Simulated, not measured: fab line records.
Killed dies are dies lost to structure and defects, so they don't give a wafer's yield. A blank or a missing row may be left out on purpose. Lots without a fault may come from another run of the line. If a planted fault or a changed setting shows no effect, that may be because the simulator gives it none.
A single fault, viewed from 2 desks	flow rit cmos	numbers are kept per desk, each desk with only its own; the story behind them comes last

== FOR THE TOOL OWNER'S DESK: rie si-01 ==
The tool's own readings at RIT_GATE_ETCH_19 (etches poly-Si in SF6/CHF3/O2, stops on SiO2, time 165 s, target depth 312.5 nm): means of the sampled wafers that have a number, for each lot that ran on this tool. A lot is out of limits, marked OUT, if its mean lies more than 4 standard deviations from the usual mean; the brackets give that distance.
Columns: A = CHF3_flow_sccm at RIT_GATE_ETCH_19, usual 30.01 sccm; B = drypump motor current A at RIT_GATE_ETCH_19, usual 6.0 A; C = he backside leak sccm at RIT_GATE_ETCH_19, usual 2.89 sccm; D = oes product au at RIT_GATE_ETCH_19, usual 0.842 a.u.; E = throttle valve pct at RIT_GATE_ETCH_19, usual 10.23 %
lot	first seen here	A	B	C	D	E
L734	day 3 23:04	30.02	5.9	3.15	0.853	10.17
L736	day 4 07:15	29.91	5.8	3.06	0.875	10.21
L748	day 6 21:23	29.99	6.2	2.85	0.848	10.17
This desk's verdict: no lot among the 3 shows anything out of limits.

== METROLOGY DESK ==
Lot by lot, what the gauges showed, no matter which tool ran the lot: averages of those sampled wafers that carry a number. A lot is out of limits, marked OUT, if its mean lies more than 4 standard deviations from the usual mean; the brackets give that distance.
Columns: A = GATE_OXIDE_THK at RIT_GATE_THK_MEAS_07, usual 2.83 nm; B = GATE_POLY_THK at RIT_GATE_THK_MEAS_09, usual 248.6 nm; C = cd nm at RIT_GATE_CD_MEAS_16, usual 149.6 nm; D = GATE_OVL at RIT_GATE_OVL_MEAS_17, usual 0.4 nm
lot	first seen here	A	B	C	D
L734	day 3 20:04	2.88	245.3	148.7	0.4
L736	day 4 04:11	2.81	248.7	144.7	1.0
L741	day 5 06:35	2.78	246.4	148.6	0.1
L743	day 5 13:42	2.85	249.7	145.7	0.4
L748	day 6 17:24	2.80	248.7	148.4	1.7
L751	day 7 10:25	2.98	248.0	151.5	-0.9
This desk's verdict: no lot among the 6 shows anything out of limits.

== TAKEN TOGETHER ==
Nothing out of limits was seen by the tool owner's desk.
Metrology desk: nothing out of limits seen.

== WHAT THE SIMULATOR PUT IN ==
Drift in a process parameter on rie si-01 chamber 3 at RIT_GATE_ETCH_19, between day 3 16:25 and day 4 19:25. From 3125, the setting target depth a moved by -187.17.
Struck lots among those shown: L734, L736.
